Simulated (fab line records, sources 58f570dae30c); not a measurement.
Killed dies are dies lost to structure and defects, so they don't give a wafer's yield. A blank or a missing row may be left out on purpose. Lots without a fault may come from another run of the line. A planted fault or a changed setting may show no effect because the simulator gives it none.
fab line records | flow berkeley_cmos170
record lots=7 wafers=21 last_day=11
route steps=331 shown GATE@129
lots that met no fault: from a run of the same line without faults
start_h: hours from the record's first day to the start of the lot's first wafer shown | wait_h: hours since the lot's step before | " the same as in the row above | L1.1+2: a row that stands for several wafers | - no value, or no start given | * or withheld: withheld | < > ~ a bound
route shown NAME@n: a module of which the file shows steps, and the number in the route of the first | usual: mean/standard deviation of fault-free wafers | same: alike in all rows | chamber/n: place in a boat | sites: the reading at each site | _std_site: their standard deviation | _edge_site: outer sites' mean less inner sites' | radius_mm: how far each site lies from the wafer's centre | mask NAME#n: copy n | behind: the tool/chamber that last shaped the wafer | hold: why the lot was held/for how many hours/how that ended | device: the transistor (n, p or np) that didn't switch | end of line: the same wafers' tests at the end of the route | a step without rows: its recipe alone | killed: dies lost to structure and defects at the first sort, not the wafer's yield | map: a wafer's dies, x killed, . not, _ none there
set.NAME: the setting as run; set.NAME@STEP: as run at that earlier step | model.NAME: the simulator's own value behind a step, which no gauge read
lots at some steps of the route; a table a step, a row a wafer
services: from which hour (start_h, from the record's first day; less than 0 if before it) a tool's chamber was out of use, for how many hours, and why
## steps
# step UCB170_GATE_ANNEAL_03
# recipe temp_c=900 time_s=1800 ambient=N2
# step UCB170_GATE_CVD_04
# recipe material=poly-Si temp_c=610 precursor=SiH4 time_s=1440 pressure_mtorr=375 target_thk_nm=214 sih4_flow_sccm=120
# step UCB170_GATE_THK_MEAS_05
# recipe reads=poly-Si_of_GATE_CVD_04
# usual GATE_POLY_THK=214.4/1.9
# columns lot.wafer tool chamber start_h wait_h GATE_POLY_THK[nm]
L717.1 film_metro-02 - 149.31 0.0 215.9
L717.3 " - " " 216.4
L717.5 " - " " 215.3
L719.2 film_metro-03 - 156.79 0.0 218.0
L719.4 " - " " 216.9
L719.6 " - " " 216.8
L721.1 film_metro-02 - 178.23 0.0 214.8
L721.2 " - " " 216.4
L721.5 " - " " 215.6
L723.1 film_metro-02 - 187.76 0.0 214.2
L723.4 " - " " 214.4
L723.5 " - " " 214.6
L724.3 film_metro-03 - 187.78 0.0 216.1
L724.4 " - " " 215.0
L724.5 " - " " 215.1
L732.3 film_metro-01 - 219.76 0.0 214.2
L732.5 " - " " 213.6
L732.6 " - " " 214.3
L734.3 film_metro-03 - 226.58 0.0 214.2
L734.4 " - " " 214.6
L734.5 " - " " 214.2
# step UCB170_GATE_COAT_06
# recipe resist=BARC temp_c=withheld time_s=withheld spin_rpm=3000 resist_thk_nm=withheld
# step UCB170_GATE_COAT_07
# recipe resist=KrF spin_rpm=1500 resist_thk_nm=900
# step UCB170_GATE_SOFTBAKE_08
# recipe resist=KrF temp_c=130 time_s=60
# step UCB170_GATE_EXPOSE_09
# recipe mask_id=POLY target_cd_nm=350 na=0.5 sigma_outer=0.6 source_shape=conventional dose_mj=21
# step UCB170_GATE_PEB_10
# recipe peb_temp_c=130 peb_time_s=withheld resist=KrF
# step UCB170_GATE_DEVELOP_11
# recipe developer=TMAH develop_time_s=45 resist=KrF dev_temp_c=21
# step UCB170_GATE_CD_MEAS_12
# recipe target_cd_nm=350
# usual cd_nm=350.1/1.3
# columns lot.wafer tool chamber start_h wait_h cd_nm
L717.1 cd_sem-01 - 150.58 - 350.4
L717.3 " - " " 349.6
L717.5 " - " " 351.8
L719.2 cd_sem-01 - 157.83 - 350.2
L719.4 " - " " 349.9
L719.6 " - " " 350.6
L721.1 cd_sem-01 - 179.13 - 348.5
L721.2 " - " " 348.0
L721.5 " - " " 348.5
L723.1 cd_sem-01 - 188.66 - 350.7
L723.4 " - " " 349.6
L723.5 " - " " 350.6
L724.3 cd_sem-01 - 189.52 - 349.7
L724.4 " - " " 348.6
L724.5 " - " " 350.5
L732.3 cd_sem-02 - 221.29 - 350.6
L732.5 " - " " 350.1
L732.6 " - " " 349.0
L734.3 cd_sem-02 - 227.90 - 351.4
L734.4 " - " " 352.7
L734.5 " - " " 352.5
# step UCB170_GATE_OVL_MEAS_13
# usual GATE_OVL=1/4.9
# columns lot.wafer tool chamber start_h wait_h GATE_OVL[nm]
L717.1 overlay-01 - 150.70 0.1 3
L717.3 " - " " 4
L717.5 " - " " 4
L719.2 overlay-02 - 157.93 0.1 11
L719.4 " - " " 6
L719.6 " - " " 7
L721.1 overlay-01 - 179.25 0.1 0
L721.2 " - " " -1
L721.5 " - " " 1
L723.1 overlay-01 - 188.78 0.1 -2
L723.4 " - " " -5
L723.5 " - " " -3
L724.3 overlay-02 - 189.61 0.1 5
L724.4 " - " " 1
L724.5 " - " " 2
L732.3 overlay-02 - 221.39 0.1 2
L732.5 " - " " 1
L732.6 " - " " -1
L734.3 overlay-01 - 227.99 0.1 6
L734.4 " - " " 4
L734.5 " - " " 7
# step UCB170_GATE_ETCH_14
# recipe chemistry=N2/H2 target_depth_a=withheld overetch_a=withheld target=BARC time_s=withheld source_w=500 bias_w=100 pressure_mtorr=30 n2_flow_sccm=100 h2_flow_sccm=200
# usual drypump_motor_current_A=5.7/0.5 oes_product_au=0.997/0.016 throttle_valve_pct=13.35/0.17
# columns lot.wafer tool chamber start_h wait_h drypump_motor_current_A oes_product_au throttle_valve_pct
L717.1 rie_diel-01 2 150.74 0.0 5.1 1.025 13.43
L717.3 " 0 " " 5.9 0.970 13.23
L717.5 " 1 " " 5.0 0.982 13.42
L719.2 rie_diel-04 0 157.96 0.0 5.6 0.998 13.59
L719.4 " 2 " " 5.4 1.003 13.05
L719.6 " 1 " " 5.9 0.992 13.50
L721.1 rie_diel-03 1 179.29 0.0 6.0 0.985 13.53
L721.2 " 3 " " 6.7 0.982 13.22
L721.5 " 3 " " 6.7 0.996 13.22
L723.1 rie_diel-03 3 188.82 0.0 6.7 0.984 13.22
L723.4 " 2 " " 6.6 1.012 13.44
L723.5 " 0 " " 6.0 0.982 13.46
L724.3 rie_diel-01 0 189.64 0.0 5.9 0.973 13.22
L724.4 " 3 " " 5.5 1.017 13.11
L724.5 " 3 " " 5.5 1.006 13.10
L732.3 rie_diel-03 0 221.41 0.0 6.0 0.987 13.46
L732.5 " 1 " " 6.0 0.975 13.53
L732.6 " 2 " " 6.5 1.023 13.46
L734.3 rie_diel-01 3 228.01 0.0 5.5 1.009 13.11
L734.4 " 1 " " 5.0 0.979 13.44
L734.5 " 3 " " 5.6 1.013 13.12
# step UCB170_GATE_ETCH_15
# recipe chemistry=HBr/Cl2 target=poly-Si stop_on=SiO2 over_etch_frac=0.3 icp_w=300 bias_w=150 time_s=56.3 pressure_mtorr=15 HBr_flow_sccm=150 Cl2_flow_sccm=50 target_depth_a=2782
# usual HBr_flow_sccm=150.0/0.43 drypump_motor_current_A=5.9/0.6 oes_product_au=0.834/0.016 run_length_s=84.7/0.41 throttle_valve_pct=26.50/0.23
# columns lot.wafer tool chamber start_h wait_h HBr_flow_sccm drypump_motor_current_A oes_product_au rf_hours_counter_h run_length_s throttle_valve_pct model.GATE.feature_depth_nm model.etch.depth_nm model.KrF_of_GATE_COAT_07.thk_nm
L717.1 rie_si-01 2 150.78 - 149.5 6.6 0.870 1 84.9 26.30 215.8 215.8 774.7
L717.3 " 3 " " 150.2 6.8 0.828 94 84.4 26.77 216.4 216.4 774.1
L717.5 " 2 " " 150.2 6.6 0.867 - 85.3 26.30 215.5 215.5 775.6
L719.2 rie_si-02 1 158.00 - 150.4 5.7 0.863 82 84.7 26.72 218.1 218.1 774.9
L719.4 " 2 " " 150.0 4.9 0.818 89 84.5 26.26 217.1 217.1 776.5
L719.6 " 0 " " 149.6 5.8 0.838 - 84.6 26.78 216.9 216.8 771.1
L721.1 rie_si-02 2 179.33 - 149.7 5.0 0.974 89 62.8 26.27 167.8 167.8 820.9
L721.2 " 1 " " 150.6 5.7 1.037 82 62.0 26.72 170 170 818.2
L721.5 " 2 " " 149.7 5.0 0.970 - 61.9 26.28 168.9 168.9 821.1
L723.1 rie_si-02 1 188.86 - 149.1 5.7 1.030 82 62.3 26.71 169.1 169.1 820.1
L723.4 " 0 " " 150.3 5.8 1.002 114 62.5 26.78 169.6 169.6 821.2
L723.5 " 3 " " 150.5 5.9 0.992 - 62.2 26.27 165.1 165.1 822.8
L724.3 rie_si-02 0 189.68 - 150.0 5.8 1.020 114 61.9 26.80 169.8 169.8 817.8
L724.4 " 1 " " 150.2 5.7 1.023 82 62.0 26.72 169.1 169.1 822.3
L724.5 " 3 " " 150.0 5.9 1.010 - 61.8 26.26 166.8 166.8 815.9
L732.3 rie_si-01 2 221.45 - 149.9 6.6 0.845 2 85.0 26.29 214.2 214.2 779.3
L732.5 " 0 " " 149.4 6.0 0.823 - 85.2 26.66 213.6 213.6 780.4
L732.6 " 1 " " 150.3 5.2 0.837 - 84.4 26.33 214.3 214.2 777.2
L734.3 rie_si-01 2 228.06 - 149.6 6.6 0.856 2 84.9 26.29 214.2 214.2 781.6
L734.4 " 0 " " 150.2 6.0 0.825 1 85.5 26.66 214.7 214.7 779.2
L734.5 " 3 " " 150.7 6.8 0.826 - 84.7 26.79 214.2 214.2 781.1
# step UCB170_GATE_STRIP_16
# recipe chemistry=O2 power_w=400 pressure_mtorr=3500 platen_temp_c=withheld o2_flow_sccm=400 overash_fraction=0.5
# usual drypump_motor_current_A=5.6/0.47 oes_product_au=0.724/0.0043
# same overash_fraction=0.5
# columns lot.wafer tool chamber start_h wait_h drypump_motor_current_A oes_product_au rf_hours_counter_h
L717.1 plasma_asher-01 0 150.83 0.0 5.0 0.721 35
L717.3 " 0 " " 5.0 0.728 -
L717.5 " 1 " " 6.3 0.724 -
L719.2 plasma_asher-01 0 158.05 0.0 5.0 0.718 35
L719.4 " 0 " " 4.9 0.725 -
L719.6 " 1 " " 6.3 0.726 -
L721.1 plasma_asher-01 0 179.38 0.0 5.0 0.722 38
L721.2 " 1 " " 6.3 0.725 38
L721.5 " 1 " " 6.4 0.719 -
L723.1 plasma_asher-04 0 188.91 0.0 5.7 0.717 46
L723.4 " 1 " " 5.3 0.727 -
L723.5 " 1 " " 5.4 0.715 -
L724.3 plasma_asher-04 1 189.76 0.1 5.4 0.713 -
L724.4 " 0 " " 5.7 0.730 -
L724.5 " 0 " " 5.7 0.728 -
L732.3 plasma_asher-04 0 221.53 0.1 5.7 0.719 -
L732.5 " 0 " " 5.7 0.717 -
L732.6 " 1 " " 5.3 0.726 -
L734.3 plasma_asher-01 1 228.14 0.1 6.3 0.726 -
L734.4 " 0 " " 5.0 0.725 -
L734.5 " 0 " " 5.0 0.722 -
## services
# columns tool chamber start_h hours kind
rie_si-02 - 132.06 0.2 repair
rie_diel-04 - 132.30 0.5 repair
rie_diel-03 1 193.92 3.0 repair
rie_si-02 0 200.52 - clean
rie_si-02 0 200.52 15.2 scheduled_down
rie_si-02 0 200.52 15.2 vent_cycle
rie_diel-04 3 214.29 6.5 repair
rie_si-01 3 214.41 0.9 repair
rie_diel-03 2 227.47 1.5 repair
## key
first_sign step=UCB170_GATE_ETCH_15 reading=run_length_s direction=down sigmas=55 usual=* struck=*
effect step=UCB170_GATE_ETCH_15 reading=oes_product_au direction=up sigmas=11 usual=0.834 struck=1.006
model_effect step=UCB170_GATE_ETCH_15 value=GATE.feature_depth_nm without=215.2 struck=168.5
met_at UCB170_GATE_ETCH_15
struck_wafers L721.1,L721.2,L721.5,L723.1,L723.4,L723.5,L724.3,L724.4,L724.5
later_rows_left_out L721.1,L721.2,L721.5,L723.1,L723.4,L723.5,L724.3,L724.4,L724.5
sort_left_out L721.1,L721.2,L721.5,L723.1,L723.4,L723.5,L724.3,L724.4,L724.5
tester_left_out L721,L723,L724
onset_between 158.00 179.33
fault kind=process_parameter_drift tool=rie_si-02 chamber=- onset_h=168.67 steps=UCB170_GATE_ETCH_15 channel=time_s offset=* shape=step end_h=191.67 stated=*
# tester_left_out: of these lots the tester's yield and bins aren't shown, on N5 and GAA mostly nor the transistor test; their killed dies are dies lost to structure and defects alone, not to doping, threshold or leakage, so they don't give the yield
# sort_left_out: the simulated sort isn't trusted on such a fault, so these wafers' sort isn't shown, and their yield isn't known
# later_rows_left_out: the simulator's readings of these wafers behind a module that went badly wrong aren't trusted and aren't shown, but for the sort
